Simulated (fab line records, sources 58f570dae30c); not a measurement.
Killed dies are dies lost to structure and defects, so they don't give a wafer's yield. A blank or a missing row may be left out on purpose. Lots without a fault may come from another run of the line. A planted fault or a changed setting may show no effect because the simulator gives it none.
Problem report in the 8D (eight disciplines) form, filled by code | flow berkeley_cmos170 | the parts of the form that need people (team, actions taken, sign-off) are left out

1. THE PROBLEM
NWELL_NITRIDE_THK at UCB170_NWELL_THK_MEAS_05 reads a mean of 204.5 nm on 6 wafers of 2 lots; wafers without a fault read 216.1 nm with a standard deviation of 2.1. That is -5.5 standard deviations from the usual mean.
First seen on wafer L353.4, day 3 15:28, on film_metro-02. The record holds 42 wafers of 14 lots with a number at this step. Rule for "out", or "out of limits": more than 4 standard deviations from the usual mean. The other wafers with a number count as sound.

2. WHAT IT IS AND WHAT IT IS NOT
question                    | is                           | is not
which readings at this step | NWELL_NITRIDE_THK            | -
which lots                  | L353, L357                   | L348, L349, L350, L351, L352, L354, L355, L364, L367, L368, L369, L370
which wafers of those lots  | all that have a number       | -
read on which gauges        | film_metro-01, film_metro-02 | film_metro-03
when                        | from day 3 15:28             | up to then (15 sound wafers); but 21 sound wafers of L354, L355, L364, L367, L368, L369, L370 came after

3. SUSPECTS, AND WHAT RULES EACH OUT
Counting: a tool at a process step up to the reading stays a suspect if it ran every lot that is out and no sound lot after the first of them.
- the gauge at UCB170_NWELL_THK_MEAS_05: ruled out. The wafers that are out were read on 2 gauges (film_metro-01, film_metro-02).
- lpcvd-01 at UCB170_NWELL_CVD_04 (deposits Si3N4 from SiH2Cl2/NH3, target thk 224 nm, time 3238 s): ruled out as a lasting fault. Sound lots L368, L369 ran on it after its first lot that is out, L353 (day 3 13:30).
Left after counting: nothing in the record.

4. THE CAUSE (what the simulator had put in)
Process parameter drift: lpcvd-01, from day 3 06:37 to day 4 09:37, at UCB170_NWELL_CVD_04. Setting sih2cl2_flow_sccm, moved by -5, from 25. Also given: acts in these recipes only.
Counting ruled it out, wrongly: the rule takes a fault to strike every lot that its tool runs from its start on, and this one did not.

5. THE CHAIN OF EFFECTS, in route order
Each row: a reading whose mean over the struck wafers that have a number lies more than 3 standard deviations from the usual. Only readings for which the record gives a usual standard deviation are gone through. hours: the time from each lot's start at the first step in this table that gives one to its start at this step, as a median over the lots. sigmas: the change in usual standard deviations.
hours | step                     | reading           | usual      | on struck wafers | change | sigmas
0     | UCB170_NWELL_CVD_04      | sih2cl2_flow_sccm | 24.98 sccm | 19.99            | -4.99  | -73
2     | UCB170_NWELL_THK_MEAS_05 | NWELL_NITRIDE_THK | 216.1 nm   | 204.5            | -11.6  | -5.5
The process steps in it:
- UCB170_NWELL_CVD_04: deposits Si3N4 from SiH2Cl2/NH3, target thk 224 nm, time 3238 s.
Later measuring or inspecting steps at which every struck wafer that the step has a row for has a number for every such reading, and none has moved that far: UCB170_PWELL_THK_MEAS_06, UCB170_FIELD_THK_MEAS_90.

6. WHAT WOULD HAVE CAUGHT IT SOONER
In this record the first reading out of limits at a measuring or inspecting step was taken at day 3 15:28, 9 hours after the fault began at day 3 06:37.
The tool's own readings at UCB170_NWELL_CVD_04 were out on every struck wafer that the step has a row for (sih2cl2_flow_sccm): an alarm limit on them would have fired on the first of those.
